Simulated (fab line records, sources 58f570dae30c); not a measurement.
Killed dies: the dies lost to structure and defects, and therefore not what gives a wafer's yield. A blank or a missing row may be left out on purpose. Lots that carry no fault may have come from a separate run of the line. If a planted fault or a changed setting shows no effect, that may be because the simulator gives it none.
Which tool is to blame?    flow berkeley-cmos170    Sampling: 14 lots, 42 wafers, 6 of 331 route steps

WHAT EACH GAUGE READ, for each wafer
UCB170_GATE_CD_MEAS_90 targets a cd of 350 nm.
lot   measured      on         cd-nm (nm)
L707  day 5 23:35   cd-sem-01  350.0 351.9 350.1
L713  day 6 19:43   cd-sem-02  350.6 351.5 351.0
L711  day 6 20:47   cd-sem-01  352.6 354.0 352.4
L715  day 7 06:08   cd-sem-02  349.9 349.8 348.9
L714  day 7 06:22   cd-sem-02  349.7 349.3 349.4
L717  day 7 17:37   cd-sem-01  351.8 352.3 350.9
L716  day 7 17:44   cd-sem-02  349.4 348.9 349.4
L721  day 9 00:57   cd-sem-02  351.9 351.4 350.8
L723  day 9 12:47   cd-sem-01  349.4 349.5 347.8
L724  day 9 17:59   cd-sem-02  350.9 351.9 350.8
L728  day 10 05:24  cd-sem-02  350.4 351.3 351.7
L726  day 10 05:40  cd-sem-01  350.2 349.4 348.3
L727  day 10 05:43  cd-sem-02  349.8 349.4 347.8
L729  day 10 14:13  cd-sem-02  351.4 350.4 350.6

UCB170_PLDD_TW_MEAS_11.
lot   measured      on             PLDD_TW
L707  day 6 03:04   film-metro-02  1012 1007 1010
L713  day 6 22:38   film-metro-02  1006 1007 1011
L711  day 6 23:59   film-metro-02  1012 1003 1005
L715  day 7 08:31   film-metro-04  1020 1020 1019
L714  day 7 08:47   film-metro-02  1006 1006 1002
L717  day 7 20:08   film-metro-02  1003 1008 1001
L716  day 7 20:14   film-metro-04  1015 1020 1018
L721  day 9 02:37   film-metro-03  1017 1025 1019
L723  day 9 14:41   film-metro-04  1020 1019 1014
L724  day 9 19:50   film-metro-02  1010 1013 1007
L728  day 10 07:23  film-metro-03  1030 1025 1028
L726  day 10 07:30  film-metro-02  1001 1000 999
L727  day 10 07:47  film-metro-02  1003 1002 1004
L729  day 10 16:18  film-metro-04  1009 1019 1017

UCB170_NLDD_TW_MEAS_11.
lot   measured      on             NLDD_TW
L707  day 6 05:56   film-metro-04  2233 2236 2238
L713  day 7 02:02   film-metro-02  2213 2204 2211
L711  day 7 02:50   film-metro-04  2235 2226 2224
L715  day 7 11:24   film-metro-04  2231 2232 2237
L714  day 7 11:35   film-metro-02  2216 2210 2222
L717  day 7 21:54   film-metro-03  2238 2221 2230
L716  day 7 22:10   film-metro-03  2212 2235 2232
L721  day 9 04:32   film-metro-03  2238 2242 2240
L723  day 9 16:34   film-metro-02  2294 2289 2284
L724  day 9 21:31   film-metro-02  2216 2214 2217
L728  day 10 09:12  film-metro-04  2227 2221 2230
L726  day 10 09:22  film-metro-03  2318 2317 2313
L727  day 10 09:44  film-metro-02  2196 2187 2195
L729  day 10 18:03  film-metro-02  2184 2204 2197

UCB170_SDANNEAL_RS_MEAS_05: a four-point-probe measurement.
lot   measured      on             NLDD_RS (ohm/sq)
L707  day 6 15:16   film-metro-03  619.5 617.2 618.9
L713  day 7 12:02   film-metro-04  617.4 615.8 616.9
L711  day 7 12:28   film-metro-02  618.6 617.4 616.8
L715  day 7 21:23   film-metro-03  619.5 619.2 617.4
L714  day 7 21:52   film-metro-02  612.1 612.3 614.0
L717  day 8 12:16   film-metro-03  616.6 616.2 615.2
L716  day 8 12:18   film-metro-04  614.6 614.8 613.0
L721  day 9 17:08   film-metro-04  616.9 615.9 616.3
L723  day 10 04:31  film-metro-02  579.9 580.4 580.5
L724  day 10 09:14  film-metro-02  614.2 613.4 613.5
L728  day 10 18:38  film-metro-03  617.3 617.4 616.1
L726  day 10 21:31  film-metro-02  583.9 584.8 584.7
L727  day 10 21:28  film-metro-04  617.0 615.5 619.3
L729  day 11 04:33  film-metro-03  616.2 614.8 615.1

WHAT TOOL EACH LOT RAN ON (gives the tool, then ch and the chambers of the sampled wafers, and finally the start)
lot   UCB170_NLDD_IMPLANT_09           UCB170_SPACER_ETCHBACK_03
L707  implanter-01 ch 0, day 6 05:41   rie-diel-04 ch 0,2, day 6 07:56
L713  implanter-03 ch 0, day 7 01:49   rie-diel-02 ch 2,3, day 7 06:07
L711  implanter-01 ch 0, day 7 02:37   rie-diel-01 ch 0,2, day 7 06:07
L715  implanter-01 ch 0, day 7 11:10   rie-diel-04 ch 0,2,3, day 7 16:16
L714  implanter-03 ch 0, day 7 11:21   rie-diel-01 ch 0,1,3, day 7 16:16
L717  implanter-01 ch 0, day 7 21:39   rie-diel-04 ch 2,3, day 8 05:02
L716  implanter-03 ch 0, day 7 21:56   rie-diel-02 ch 1,3, day 8 05:02
L721  implanter-01 ch 0, day 9 04:19   rie-diel-02 ch 0,2,3, day 9 10:33
L723  implanter-01 ch 0, day 9 16:19   rie-diel-04 ch 0,1, day 9 21:15
L724  implanter-03 ch 0, day 9 21:17   rie-diel-02 ch 0,1, day 10 04:05
L728  implanter-03 ch 0, day 10 08:59  rie-diel-02 ch 1,2,3, day 10 14:11
L726  implanter-01 ch 0, day 10 09:09  rie-diel-04 ch 0,1,2, day 10 14:11
L727  implanter-03 ch 0, day 10 09:29  rie-diel-02 ch 1,2,3, day 10 14:16
L729  implanter-03 ch 0, day 10 17:48  rie-diel-01 ch 1,3, day 10 23:29
- UCB170_NLDD_IMPLANT_09
- UCB170_SPACER_ETCHBACK_03: etches SiO2 in CHF3/CF4/Ar, stops on Si, target depth 376 nm, time 100 s.

AS READ BY THE TOOLS THEMSELVES (means over the sampled wafers that have a number; for cases with no such wafer, the mark the record gives instead)
UCB170_NLDD_IMPLANT_09.
lot   tool          beam-energy-keV  faraday-current-uA  tilt-deg (degrees)
L707  implanter-01  30.010           160                 6.990
L713  implanter-03  30.001           155                 7.011
L711  implanter-01  30.001           157                 7.009
L715  implanter-01  29.997           158                 6.987
L714  implanter-03  29.994           158                 7.004
L717  implanter-01  29.986           159                 6.987
L716  implanter-03  29.980           155                 7.020
L721  implanter-01  29.993           158                 6.987
L723  implanter-01  36.604           161                 6.993
L724  implanter-03  30.001           156                 6.998
L728  implanter-03  29.986           157                 7.002
L726  implanter-01  36.598           161                 7.008
L727  implanter-03  29.992           161                 7.003
L729  implanter-03  29.995           155                 6.967

UCB170_SPACER_ETCHBACK_03.
lot   tool         drypump-motor-current-A (A)  oes-product-au (a.u.)  throttle-valve-pct (%)
L707  rie-diel-04  5.4                          0.886                  6.61
L713  rie-diel-02  5.7                          0.924                  6.41
L711  rie-diel-01  5.9                          0.891                  6.48
L715  rie-diel-04  5.4                          0.878                  6.58
L714  rie-diel-01  6.0                          0.912                  6.42
L717  rie-diel-04  5.2                          0.875                  6.57
L716  rie-diel-02  5.6                          0.898                  6.38
L721  rie-diel-02  5.7                          0.920                  6.39
L723  rie-diel-04  5.4                          0.891                  6.59
L724  rie-diel-02  5.4                          0.902                  6.37
L728  rie-diel-02  5.6                          0.917                  6.40
L726  rie-diel-04  5.3                          0.884                  6.57
L727  rie-diel-02  5.6                          0.914                  6.39
L729  rie-diel-01  6.1                          0.910                  6.42

THE ANSWER, worked out from the rows above alone
Rule: the usual values come from the lots themselves. Put in order of their means at a reading, lots are off if they are a third of the lots or fewer, leave a main group of 4 or more, and stand apart from it by a gap of 3 or more times the standard deviation of the main group's means; of several such gaps the widest counts. A main group is skipped when, at the precision printed for the reading in the tables above, its means are all equal. Also off: a lot with no number at a reading for which 4 or more lots have one. Where the step has rows for the other lots, those lots are counted as sound. First the gauges in route order, then the tools' own readings, where a lot's mean is used as printed above. The first step at which some lot is off is used, and at that step the reading that is off furthest; a lot without a number counts as furthest.
Off: at UCB170_NLDD_TW_MEAS_11 (NLDD_TW), L723, L726. Main group: mean 2221, sd 15.
If a tool, at a process step before that reading, ran all the lots that are off and no sound lot after the first of them, it fits. The gauges at UCB170_NLDD_TW_MEAS_11 aren't tried: what is off there is off at UCB170_NLDD_IMPLANT_09 too, on other tools, and a gauge's error can't cause that. One fits: UCB170_NLDD_IMPLANT_09 on implanter-01. Its last sound lot is L721 (day 9 04:19), its first lot that is off L723 (day 9 16:19): a fault that began between those two fits.
On the lots that are off, the tool's own readings at UCB170_NLDD_IMPLANT_09 differ by more than 5 times the standard deviation of the sound lots' means, which bears it out; beam-energy-keV reads 36.601 there versus 29.995 on the sound lots.

WHAT HAD BEEN PUT IN BY THE SIMULATOR
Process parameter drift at UCB170_NLDD_IMPLANT_09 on implanter-01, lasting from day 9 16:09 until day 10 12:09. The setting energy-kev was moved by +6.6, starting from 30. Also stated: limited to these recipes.
Struck lots among those shown: L723, L726. The rule given above showed the same thing.
